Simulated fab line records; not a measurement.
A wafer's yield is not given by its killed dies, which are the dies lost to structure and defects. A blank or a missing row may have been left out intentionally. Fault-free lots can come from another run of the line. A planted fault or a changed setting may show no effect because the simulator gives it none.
fab line records -- flow berkeley-cmos170 -- part 1 of 2: steps 1 to 31 of 45
record lots=5, wafers=15, last-day=11
route steps=331 shown ACTIVE@71 PFIELD@79 FIELD@89 SACOX@97 SCREENOX@100 NVT@104 PVT@115
lots untouched by any fault: they come from a run of this same line in which no faults occurred
start-h: hours from the record's opening day to when the first of the lot's shown wafers began -- wait-h: how many hours have passed since the lot's step before this one -- " as in the row above -- L1.1+2: a single row standing in for several wafers -- - either no value or no given start -- * or withheld: withheld -- < > ~ a bound
route shown NAME@n: NAME is a module with steps in the file, n the number in the route of the first one -- usual: the fault-free wafers' mean and standard deviation -- same: alike in all rows -- chamber/n: place in a boat -- sites: readings site by site -- _std_site: their standard deviation -- _edge_site: the outer-site mean with the inner-site mean subtracted -- radius-mm: how far each site lies from the wafer's centre -- mask NAME#n: copy n -- behind: the most recent tool/chamber to have shaped the wafer -- hold: the reason the lot was held/the length of the hold in hours/how it ended -- device: the transistor (n, p or np) that didn't switch -- end of line: the tests these same wafers got at the end of their route -- where a step has no rows: the recipe by itself -- killed: dies lost to structure and defects at the first sort, not the wafer's yield -- map: shows each die of a wafer: x if killed, . if not, _ if none is there
set.NAME: the setting as run; set.NAME@STEP: as run at that earlier step -- model.NAME: the simulator's own value behind a step, which no gauge read
lots at some steps of the route; a table a step, a row a wafer
services: a tool's chamber out of use, with start hour (start-h, from the record's first day; less than 0 if before it), hours out, and reason
## steps
# step UCB170_ACTIVE_PEB_11
# recipe peb-temp-c=130, peb-time-s=withheld, resist=KrF
lot.wafer,tool,chamber,start-h,wait-h
L077.3+5+6,litho-track-01,0,103.22,0.2
L078.4+5+6,litho-track-02,0,103.63,0.1
L082.3+5+6,litho-track-04,0,132.62,0.1
L081.2+3+5,litho-track-02,0,132.93,0.2
L090.1+2+3,litho-track-01,0,170.07,0.4
# step UCB170_ACTIVE_DEVELOP_12
# recipe developer=TMAH, develop-time-s=45, resist=KrF, dev-temp-c=21
lot.wafer,tool,chamber,start-h,wait-h
L077.3+5+6,litho-track-01,0,-,-
L078.4+5+6,litho-track-02,0,-,-
L082.3+5+6,litho-track-04,0,-,-
L081.2+3+5,litho-track-02,0,-,-
L090.1+2+3,litho-track-01,0,-,-
# step UCB170_ACTIVE_CD_MEAS_13
# recipe target-cd-nm=1200
# usual cd-nm=1200.1/1.4
lot.wafer,tool,chamber,start-h,wait-h,cd-nm
L077.3,cd-sem-01,-,103.48,-,1198.9
L077.5,cd-sem-01,-,103.48,-,1199.0
L077.6,cd-sem-01,-,103.48,-,1198.0
L078.4,cd-sem-02,-,103.89,-,1202.6
L078.5,cd-sem-02,-,103.89,-,1202.8
L078.6,cd-sem-02,-,103.89,-,1203.0
L082.3,cd-sem-02,-,132.88,-,1198.8
L082.5,cd-sem-02,-,132.88,-,1198.5
L082.6,cd-sem-02,-,132.88,-,1198.3
L081.2,cd-sem-01,-,133.26,-,1199.3
L081.3,cd-sem-01,-,133.26,-,1199.6
L081.5,cd-sem-01,-,133.26,-,1199.8
L090.1,cd-sem-01,-,170.34,-,1200.6
L090.2,cd-sem-01,-,170.34,-,1199.8
L090.3,cd-sem-01,-,170.34,-,1199.7
# step UCB170_ACTIVE_OVL_MEAS_14
# usual ACTIVE_OVL=-2/5.6
lot.wafer,tool,chamber,start-h,wait-h,ACTIVE_OVL[nm]
L077.3,overlay-01,-,103.58,0.1,-2
L077.5,overlay-01,-,103.58,0.1,-5
L077.6,overlay-01,-,103.58,0.1,-5
L078.4,overlay-01,-,103.97,0.1,2
L078.5,overlay-01,-,103.97,0.1,6
L078.6,overlay-01,-,103.97,0.1,-3
L082.3,overlay-02,-,132.97,0.1,-7
L082.5,overlay-02,-,132.97,0.1,-12
L082.6,overlay-02,-,132.97,0.1,-8
L081.2,overlay-02,-,133.36,0.1,-11
L081.3,overlay-02,-,133.36,0.1,-7
L081.5,overlay-02,-,133.36,0.1,-2
L090.1,overlay-01,-,170.46,0.1,-4
L090.2,overlay-01,-,170.46,0.1,-6
L090.3,overlay-01,-,170.46,0.1,-5
# step UCB170_ACTIVE_ETCH_15
# recipe chemistry=CH3F/Ar/O2, target=Si3N4, stop-on=SiO2, CH3F_flow_sccm=20, Ar_flow_sccm=50, O2_flow_sccm=7, pressure-mtorr=50, rf-w=450, target-depth-a=2420, over-etch-frac=0.1, time-s=151
# usual drypump-motor-current-A=5.6/0.63, oes-product-au=0.935/0.015, throttle-valve-pct=8.03/0.14
lot.wafer,tool,chamber,start-h,wait-h,drypump-motor-current-A,oes-product-au,rf-hours-counter-h,throttle-valve-pct
L077.3,rie-diel-03,2,103.60,0.0,5.4,0.932,59,8.25
L077.5,rie-diel-03,1,103.60,0.0,5.3,0.944,-,7.89
L077.6,rie-diel-03,0,103.60,0.0,5.4,0.905,-,8.01
L078.4,rie-diel-03,1,104.04,0.1,5.3,0.952,-,7.91
L078.5,rie-diel-03,0,104.04,0.1,5.3,0.915,-,7.99
L078.6,rie-diel-03,2,104.04,0.1,5.4,0.931,-,8.26
L082.3,rie-diel-01,1,133.00,0.0,4.8,0.932,1,8.15
L082.5,rie-diel-01,1,133.00,0.0,4.8,0.921,-,8.15
L082.6,rie-diel-01,2,133.00,0.0,5.5,0.927,-,7.94
L081.2,rie-diel-03,3,133.39,0.0,6.8,0.946,1,8.12
L081.3,rie-diel-03,1,133.39,0.0,5.3,0.938,147,7.92
L081.5,rie-diel-03,2,133.39,0.0,5.4,0.939,-,8.25
L090.1,rie-diel-04,2,170.50,0.0,6.5,0.942,37,7.91
L090.2,rie-diel-04,3,170.50,0.0,5.1,0.938,88,7.98
L090.3,rie-diel-04,0,170.50,0.0,6.3,0.914,34,7.92
# step UCB170_ACTIVE_STRIP_16
# recipe chemistry=O2, power-w=400, pressure-mtorr=3500, platen-temp-c=withheld, o2-flow-sccm=400, overash-fraction=0.5
# usual drypump-motor-current-A=5.77/0.27, oes-product-au=0.721/0.0049, strip-time-to-endpoint-s=18.12/0.085
lot.wafer,tool,chamber,start-h,wait-h,drypump-motor-current-A,oes-product-au,rf-hours-counter-h,strip-time-to-endpoint-s
L077.3,plasma-asher-03,0,103.73,0.1,5.63,0.721,-,18.08
L077.5,plasma-asher-03,0,103.73,0.1,5.61,0.719,-,18.21
L077.6,plasma-asher-03,1,103.73,0.1,5.59,0.717,-,18.12
L078.4,plasma-asher-04,1,104.12,0.0,6.07,0.719,-,18.26
L078.5,plasma-asher-04,0,104.12,0.0,5.62,0.710,-,18.14
L078.6,plasma-asher-04,1,104.12,0.0,6.08,0.715,-,18.13
L082.3,plasma-asher-03,0,133.13,0.1,5.63,0.722,-,18.14
L082.5,plasma-asher-03,1,133.13,0.1,5.61,0.724,-,18.09
L082.6,plasma-asher-03,0,133.13,0.1,5.62,0.725,-,18.18
L081.2,plasma-asher-03,1,133.49,0.1,5.56,0.723,2,18.04
L081.3,plasma-asher-03,1,133.49,0.1,5.59,0.724,-,18.20
L081.5,plasma-asher-03,1,133.49,0.1,5.53,0.719,-,18.13
L090.1,plasma-asher-03,1,170.60,0.1,5.54,0.724,6,18.07
L090.2,plasma-asher-03,0,170.60,0.1,5.62,0.727,6,18.05
L090.3,plasma-asher-03,1,170.60,0.1,5.54,0.713,-,18.08
# step UCB170_ACTIVE_CD_MEAS_90
# recipe target-cd-nm=1200
# usual cd-nm=1200.0/1.5
lot.wafer,tool,chamber,start-h,wait-h,cd-nm
L077.3,cd-sem-01,-,103.84,0.1,1199.0
L077.5,cd-sem-01,-,103.84,0.1,1198.4
L077.6,cd-sem-01,-,103.84,0.1,1198.3
L078.4,cd-sem-02,-,104.25,0.1,1202.7
L078.5,cd-sem-02,-,104.25,0.1,1202.6
L078.6,cd-sem-02,-,104.25,0.1,1203.3
L082.3,cd-sem-02,-,133.32,0.1,1199.0
L082.5,cd-sem-02,-,133.32,0.1,1198.3
L082.6,cd-sem-02,-,133.32,0.1,1198.7
L081.2,cd-sem-01,-,133.61,0.1,1199.1
L081.3,cd-sem-01,-,133.61,0.1,1199.4
L081.5,cd-sem-01,-,133.61,0.1,1199.7
L090.1,cd-sem-02,-,170.70,0.1,1200.6
L090.2,cd-sem-02,-,170.70,0.1,1199.2
L090.3,cd-sem-02,-,170.70,0.1,1200.1
# step UCB170_ACTIVE_CLEAN_17
# recipe chemistry=SPM, temp-c=120, time-s=600
lot.wafer,tool,chamber,start-h,wait-h
L077.3+5+6,wet-bench-03,1,104.07,0.2
L078.4+5+6,wet-bench-02,0,104.35,0.1
L082.3+5+6,wet-bench-01,2,133.40,0.1
L081.2+3+5,wet-bench-01,2,133.77,0.1
L090.1+2+3,wet-bench-01,1,170.82,0.1
# step UCB170_PFIELD_HMDS_00
# recipe prime-time-s=60, prime-temp-c=100
lot.wafer,tool,chamber,start-h,wait-h
L077.3+5+6,litho-track-01,0,104.94,0.7
L078.4+5+6,litho-track-03,0,105.32,0.8
L082.3+5+6,litho-track-02,0,133.95,0.4
L081.2+3+5,litho-track-02,0,134.38,0.4
L090.1+2+3,litho-track-02,0,171.78,0.8
# step UCB170_PFIELD_COAT_01
# recipe resist=KrF, spin-rpm=1500, resist-thk-nm=900
lot.wafer,tool,chamber,start-h,wait-h
L077.3+5+6,litho-track-01,0,105.09,0.1
L078.4+5+6,litho-track-03,0,105.47,0.1
L082.3+5+6,litho-track-02,0,134.10,0.1
L081.2+3+5,litho-track-02,0,134.53,0.1
L090.1+2+3,litho-track-02,0,171.93,0.1
# step UCB170_PFIELD_SOFTBAKE_02
# recipe resist=KrF, temp-c=130, time-s=60
lot.wafer,tool,chamber,start-h,wait-h
L077.3+5+6,litho-track-01,0,105.24,0.1
L078.4+5+6,litho-track-03,0,105.62,0.1
L082.3+5+6,litho-track-02,0,134.25,0.1
L081.2+3+5,litho-track-02,0,134.68,0.1
L090.1+2+3,litho-track-02,0,172.08,0.1
# step UCB170_PFIELD_EXPOSE_03
# recipe mask-id=PFIELD, na=0.5, sigma-outer=0.6, source-shape=conventional, target-cd-nm=1500, dose-mj=30
lot.wafer,tool,chamber,start-h,wait-h,mask
L077.3+5+6,krf-scanner-01,0,105.58,0.3,PFIELD#0
L078.4+5+6,krf-scanner-02,0,105.87,0.2,PFIELD#0
L082.3+5+6,krf-scanner-01,0,134.52,0.2,PFIELD#0
L081.2+3+5,krf-scanner-01,0,134.98,0.3,PFIELD#0
L090.1+2+3,krf-scanner-02,0,172.36,0.2,PFIELD#0
# step UCB170_PFIELD_PEB_04
# recipe peb-temp-c=130, peb-time-s=withheld, resist=KrF
lot.wafer,tool,chamber,start-h,wait-h
L077.3+5+6,litho-track-02,0,106.06,0.5
L078.4+5+6,litho-track-01,0,106.14,0.3
L082.3+5+6,litho-track-02,0,135.30,0.8
L081.2+3+5,litho-track-02,0,135.55,0.6
L090.1+2+3,litho-track-02,0,172.78,0.4
# step UCB170_PFIELD_DEVELOP_05
# recipe developer=TMAH, develop-time-s=45, resist=KrF, dev-temp-c=21
lot.wafer,tool,chamber,start-h,wait-h
L077.3+5+6,litho-track-02,0,-,-
L078.4+5+6,litho-track-01,0,-,-
L082.3+5+6,litho-track-02,0,-,-
L081.2+3+5,litho-track-02,0,-,-
L090.1+2+3,litho-track-02,0,-,-
# step UCB170_PFIELD_OVL_MEAS_06
# usual PFIELD_OVL=0/5.5
lot.wafer,tool,chamber,start-h,wait-h,PFIELD_OVL[nm]
L077.3,overlay-01,-,106.30,-,3
L077.5,overlay-01,-,106.30,-,0
L077.6,overlay-01,-,106.30,-,-4
L078.4,overlay-02,-,106.36,-,2
L078.5,overlay-02,-,106.36,-,6
L078.6,overlay-02,-,106.36,-,6
L082.3,overlay-01,-,135.54,-,-7
L082.5,overlay-01,-,135.54,-,-6
L082.6,overlay-01,-,135.54,-,7
L081.2,overlay-02,-,135.81,-,0
L081.3,overlay-02,-,135.81,-,-7
L081.5,overlay-02,-,135.81,-,-7
L090.1,overlay-02,-,173.06,-,7
L090.2,overlay-02,-,173.06,-,-2
L090.3,overlay-02,-,173.06,-,3
# step UCB170_PFIELD_IMPLANT_07
# recipe species=B, dose-cm2=2.038e+13, energy-kev=80, tilt-deg=7
# usual beam-on-s=9.99/0.21
lot.wafer,tool,chamber,start-h,wait-h,beam-on-s
L077.3,implanter-04,0,106.37,0.1,10.22
L077.5,implanter-04,0,106.37,0.1,9.86
L077.6,implanter-04,0,106.37,0.1,9.89
L078.4,implanter-01,0,106.46,0.1,9.69
L078.5,implanter-01,0,106.46,0.1,9.75
L078.6,implanter-01,0,106.46,0.1,10.26
L082.3,implanter-04,0,135.62,0.1,10.51
L082.5,implanter-04,0,135.62,0.1,10.35
L082.6,implanter-04,0,135.62,0.1,9.68
L081.2,implanter-04,0,135.89,0.1,10.12
L081.3,implanter-04,0,135.89,0.1,10.39
L081.5,implanter-04,0,135.89,0.1,9.90
L090.1,implanter-04,0,173.09,0.0,10.13
L090.2,implanter-04,0,173.09,0.0,10.19
L090.3,implanter-04,0,173.09,0.0,10.05
# step UCB170_PFIELD_STRIP_08
# recipe chemistry=O2, power-w=400, pressure-mtorr=3500, platen-temp-c=withheld, o2-flow-sccm=400, overash-fraction=0.5
# usual drypump-motor-current-A=5.9/0.33, oes-product-au=0.734/0.0045, strip-time-to-endpoint-s=21.67/0.06
lot.wafer,tool,chamber,start-h,wait-h,drypump-motor-current-A,oes-product-au,rf-hours-counter-h,strip-time-to-endpoint-s
L077.3,plasma-asher-01,1,106.50,0.1,5.3,0.730,-,21.74
L077.5,plasma-asher-01,1,106.50,0.1,5.3,0.737,-,21.76
L077.6,plasma-asher-01,0,106.50,0.1,6.0,0.737,-,21.70
L078.4,plasma-asher-04,1,106.56,0.1,6.1,0.729,-,21.64
L078.5,plasma-asher-04,1,106.56,0.1,6.1,0.739,-,21.76
L078.6,plasma-asher-04,0,106.56,0.1,5.7,0.729,-,21.62
L082.3,plasma-asher-04,0,135.75,0.1,5.6,0.728,-,21.68
L082.5,plasma-asher-04,0,135.75,0.1,5.6,0.739,-,21.63
L082.6,plasma-asher-04,1,135.75,0.1,6.0,0.729,-,21.59
L081.2,plasma-asher-04,0,136.02,0.1,5.6,0.728,41,21.60
L081.3,plasma-asher-04,1,136.02,0.1,6.1,0.741,-,21.66
L081.5,plasma-asher-04,1,136.02,0.1,6.1,0.726,-,21.67
L090.1,plasma-asher-01,0,173.24,0.1,6.0,0.738,44,21.67
L090.2,plasma-asher-01,1,173.24,0.1,5.3,0.737,44,21.71
L090.3,plasma-asher-01,1,173.24,0.1,5.3,0.733,-,21.68
# step UCB170_PFIELD_TW_MEAS_09
# usual PFIELD_TW=604/3
lot.wafer,tool,chamber,start-h,wait-h,PFIELD_TW
L077.3,film-metro-04,-,106.59,0.1,605
L077.5,film-metro-04,-,106.59,0.1,606
L077.6,film-metro-04,-,106.59,0.1,605
L078.4,film-metro-02,-,106.66,0.1,603
L078.5,film-metro-02,-,106.66,0.1,602
L078.6,film-metro-02,-,106.66,0.1,601
L082.3,film-metro-04,-,135.84,0.1,604
L082.5,film-metro-04,-,135.84,0.1,600
L082.6,film-metro-04,-,135.84,0.1,605
L081.2,film-metro-01,-,136.13,0.1,602
L081.3,film-metro-01,-,136.13,0.1,600
L081.5,film-metro-01,-,136.13,0.1,605
L090.1,film-metro-01,-,173.34,0.1,596
L090.2,film-metro-01,-,173.34,0.1,595
L090.3,film-metro-01,-,173.34,0.1,600
# step UCB170_FIELD_CLEAN_00
# recipe chemistry=dHF, dilution=25:1, time-s=7.5
lot.wafer,tool,chamber,start-h,wait-h
L077.3+5+6,wet-bench-04,3,106.63,0.0
L078.4+5+6,wet-bench-01,0,106.69,0.0
L082.3+5+6,wet-bench-04,3,135.88,0.0
L081.2+3+5,wet-bench-04,2,136.18,0.0
L090.1+2+3,wet-bench-04,1,173.51,0.2
# step UCB170_FIELD_OXIDATION_01
# recipe temp-c=1000, ambient=H2O, p-h2o-torr=584.62, target-thk-a=5583, ox-time-s=7200
# usual ox-temp-c=1000.1/0.41, tube-center-temp-C=999.99/0.094
lot.wafer,tool,chamber,start-h,wait-h,ox-temp-c,tube-center-temp-C
L077.3,furnace-02,0,106.77,0.1,999.8,999.94
L077.5,furnace-02,0,106.77,0.1,1000.0,1000
L077.6,furnace-02,0,106.77,0.1,999.9,999.87
L078.4,furnace-02,0,106.77,0.1,1000.4,999.95
L078.5,furnace-02,0,106.77,0.1,1001.1,999.95
L078.6,furnace-02,0,106.77,0.1,999.4,999.87
L081.2,furnace-02,0,141.74,5.6,1000.5,1000
L081.3,furnace-02,0,141.74,5.6,1000.6,999.94
L081.5,furnace-02,0,141.74,5.6,1000.5,1000
L082.3,furnace-02,0,141.74,5.9,999.7,1000
L082.5,furnace-02,0,141.74,5.9,999.7,999.99
L082.6,furnace-02,0,141.74,5.9,999.7,1000
L090.1,furnace-04,0,177.14,3.6,1000.1,1000.1
L090.2,furnace-04,0,177.14,3.6,1000.7,999.92
L090.3,furnace-04,0,177.14,3.6,1000.1,1000
# step UCB170_FIELD_THK_MEAS_02
# recipe reads=SiO2_of_FIELD_OXIDATION_01
# usual FIELD_OXIDE_THK=555/9.8
lot.wafer,tool,chamber,start-h,wait-h,FIELD_OXIDE_THK[nm]
L077.3,film-metro-03,-,109.81,0.0,544
L077.5,film-metro-03,-,109.81,0.0,538
L077.6,film-metro-03,-,109.81,0.0,539
L078.4,film-metro-03,-,109.88,0.1,557
L078.5,film-metro-03,-,109.88,0.1,545
L078.6,film-metro-03,-,109.88,0.1,550
L082.3,film-metro-01,-,144.76,0.0,554
L082.5,film-metro-01,-,144.76,0.0,552
L082.6,film-metro-01,-,144.76,0.0,556
L081.2,film-metro-04,-,144.77,0.0,563
L081.3,film-metro-04,-,144.77,0.0,564
L081.5,film-metro-04,-,144.77,0.0,560
L090.1,film-metro-04,-,180.14,0.0,561
L090.2,film-metro-04,-,180.14,0.0,564
L090.3,film-metro-04,-,180.14,0.0,563
# step UCB170_FIELD_ANNEAL_03
# recipe temp-c=1000, time-s=1200, ambient=N2
# usual tube-center-temp-C=1000/0.091
lot.wafer,tool,chamber,start-h,wait-h,tube-center-temp-C
L077.3,furnace-02,0,114.27,4.5,1000
L077.5,furnace-02,0,114.27,4.5,1000.1
L077.6,furnace-02,0,114.27,4.5,1000.1
L078.4,furnace-02,0,114.27,4.4,1000.1
L078.5,furnace-02,0,114.27,4.4,1000
L078.6,furnace-02,0,114.27,4.4,999.98
L081.2,furnace-04,0,147.63,2.8,1000.1
L081.3,furnace-04,0,147.63,2.8,999.97
L081.5,furnace-04,0,147.63,2.8,1000
L082.3,furnace-04,0,147.63,2.9,1000
L082.5,furnace-04,0,147.63,2.9,999.92
L082.6,furnace-04,0,147.63,2.9,999.99
L090.1,furnace-02,0,185.20,5.1,999.97
L090.2,furnace-02,0,185.20,5.1,999.91
L090.3,furnace-02,0,185.20,5.1,1000
# step UCB170_FIELD_WET_ETCH_04
# recipe chemistry=dHF, dilution=10:1, target=SiO2, temp-c=25, time-s=60
lot.wafer,tool,chamber,start-h,wait-h
L077.3+5+6,wet-bench-04,3,115.60,0.0
L078.4+5+6,wet-bench-04,2,115.60,0.0
L081.2+3+5,wet-bench-03,0,148.96,0.0
L082.3+5+6,wet-bench-03,0,148.96,0.0
L090.1+2+3,wet-bench-04,2,186.57,0.0
# step UCB170_FIELD_WET_ETCH_05
# recipe chemistry=H3PO4, target=Si3N4, temp-c=160, time-s=12600
lot.wafer,tool,chamber,start-h,wait-h
L077.3+5+6,wet-bench-04,3,115.65,0.0
L078.4+5+6,wet-bench-04,2,115.65,0.0
L081.2+3+5,wet-bench-04,1,148.98,0.0
L082.3+5+6,wet-bench-04,2,148.98,0.0
L090.1+2+3,wet-bench-04,0,186.59,0.0
# step UCB170_FIELD_WET_ETCH_06
# recipe chemistry=BOE, dilution=5:1, target=SiO2, temp-c=25, time-s=22
lot.wafer,tool,chamber,start-h,wait-h
L077.3+5+6,wet-bench-03,0,119.16,0.0
L078.4+5+6,wet-bench-03,3,119.16,0.0
L081.2+3+5,wet-bench-04,3,152.49,0.0
L082.3+5+6,wet-bench-04,1,152.49,0.0
L090.1+2+3,wet-bench-03,3,190.10,0.0
# step UCB170_FIELD_THK_MEAS_90
# recipe reads=SiO2_of_FIELD_OXIDATION_01
# usual FIELD_OXIDE_LEFT_1_THK=439/9.9
lot.wafer,tool,chamber,start-h,wait-h,FIELD_OXIDE_LEFT_1_THK[nm]
L078.4,film-metro-04,-,119.34,0.2,440
L078.5,film-metro-04,-,119.34,0.2,427
L078.6,film-metro-04,-,119.34,0.2,434
L077.3,film-metro-04,-,119.39,0.2,427
L077.5,film-metro-04,-,119.39,0.2,421
L077.6,film-metro-04,-,119.39,0.2,421
L081.2,film-metro-03,-,152.52,0.0,446
L081.3,film-metro-03,-,152.52,0.0,447
L081.5,film-metro-03,-,152.52,0.0,443
L082.3,film-metro-04,-,152.53,0.0,438
L082.5,film-metro-04,-,152.53,0.0,436
L082.6,film-metro-04,-,152.53,0.0,439
L090.1,film-metro-04,-,190.11,0.0,445
L090.2,film-metro-04,-,190.11,0.0,447
L090.3,film-metro-04,-,190.11,0.0,446
# step UCB170_SACOX_CLEAN_00
# recipe chemistry=dHF, dilution=25:1, time-s=7.5
lot.wafer,tool,chamber,start-h,wait-h
L078.4+5+6,wet-bench-04,3,119.37,0.0
L077.3+5+6,wet-bench-04,1,119.43,0.0
L081.2+3+5,wet-bench-04,3,152.57,0.0
L082.3+5+6,wet-bench-04,1,152.57,0.0
L090.1+2+3,wet-bench-03,3,190.17,0.1
# step UCB170_SACOX_OXIDATION_01
# recipe temp-c=900, ambient=O2, target-thk-a=144, ox-time-s=2400
# usual ox-temp-c=900.0/0.39, tube-center-temp-C=900.01/0.094
lot.wafer,tool,chamber,start-h,wait-h,ox-temp-c,tube-center-temp-C
L077.3,furnace-02,0,122.29,2.8,899.7,899.93
L077.5,furnace-02,0,122.29,2.8,899.4,900.11
L077.6,furnace-02,0,122.29,2.8,900.2,900.03
L078.4,furnace-02,0,122.29,2.9,900.3,900.14
L078.5,furnace-02,0,122.29,2.9,900.8,900.11
L078.6,furnace-02,0,122.29,2.9,900.3,900.05
L081.2,furnace-04,0,155.96,3.4,899.7,900.02
L081.3,furnace-04,0,155.96,3.4,900.3,900.12
L081.5,furnace-04,0,155.96,3.4,899.8,900.08
L082.3,furnace-04,0,155.96,3.4,899.3,900.09
L082.5,furnace-04,0,155.96,3.4,899.6,899.97
L082.6,furnace-04,0,155.96,3.4,900.2,900.02
L090.1,furnace-02,0,196.11,5.9,899.2,899.88
L090.2,furnace-02,0,196.11,5.9,900.1,899.85
L090.3,furnace-02,0,196.11,5.9,900.2,900.12
# step UCB170_SACOX_THK_MEAS_02
# recipe reads=SiO2_of_SACOX_OXIDATION_01
# usual SACOX_OXIDE_THK=14.47/0.25
lot.wafer,tool,chamber,start-h,wait-h,SACOX_OXIDE_THK[nm]
L077.3,film-metro-04,-,123.97,0.0,14.30
L077.5,film-metro-04,-,123.97,0.0,14.42
L077.6,film-metro-04,-,123.97,0.0,14.37
L078.4,film-metro-02,-,123.98,0.0,14.34
L078.5,film-metro-02,-,123.98,0.0,14.17
L078.6,film-metro-02,-,123.98,0.0,14.26
L081.2,film-metro-02,-,157.64,0.0,15.21
L081.3,film-metro-02,-,157.64,0.0,14.98
L081.5,film-metro-02,-,157.64,0.0,15.11
L082.3,film-metro-02,-,157.71,0.1,14.43
L082.5,film-metro-02,-,157.71,0.1,14.29
L082.6,film-metro-02,-,157.71,0.1,14.56
L090.1,film-metro-03,-,197.78,0.0,14.17
L090.2,film-metro-03,-,197.78,0.0,14.29
L090.3,film-metro-03,-,197.78,0.0,14.31
# step UCB170_SCREENOX_WET_ETCH_00
# recipe chemistry=dHF, dilution=25:1, target=SiO2, temp-c=25, time-s=200
lot.wafer,tool,chamber,start-h,wait-h
L077.3+5+6,wet-bench-04,2,124.01,0.0
L078.4+5+6,wet-bench-04,2,124.01,0.0
L081.2+3+5,wet-bench-04,2,157.76,0.1
L082.3+5+6,wet-bench-04,0,157.76,0.0
L090.1+2+3,wet-bench-04,1,198.00,0.2
# step UCB170_SCREENOX_OXIDATION_01
# recipe temp-c=900, ambient=O2, target-thk-a=144, ox-time-s=2400
# usual ox-temp-c=899.9/0.39, tube-center-temp-C=900/0.081
lot.wafer,tool,chamber,start-h,wait-h,ox-temp-c,tube-center-temp-C
L077.3,furnace-02,0,131.15,7.1,899.2,899.99
L077.5,furnace-02,0,131.15,7.1,899.5,900.15
L077.6,furnace-02,0,131.15,7.1,899.5,899.9
L078.4,furnace-02,0,131.15,7.1,899.9,899.9
L078.5,furnace-02,0,131.15,7.1,899.1,899.97
L078.6,furnace-02,0,131.15,7.1,899.7,900
L081.2,furnace-04,0,160.38,2.6,899.6,900.13
L081.3,furnace-04,0,160.38,2.6,899.1,899.95
L081.5,furnace-04,0,160.38,2.6,899.9,899.93
L082.3,furnace-04,0,160.38,2.6,899.7,900
L082.5,furnace-04,0,160.38,2.6,899.3,899.98
L082.6,furnace-04,0,160.38,2.6,899.8,900.02
L090.1,furnace-01,0,205.40,7.3,899.4,900
L090.2,furnace-01,0,205.40,7.3,899.5,899.96
L090.3,furnace-01,0,205.40,7.3,899.9,900.11
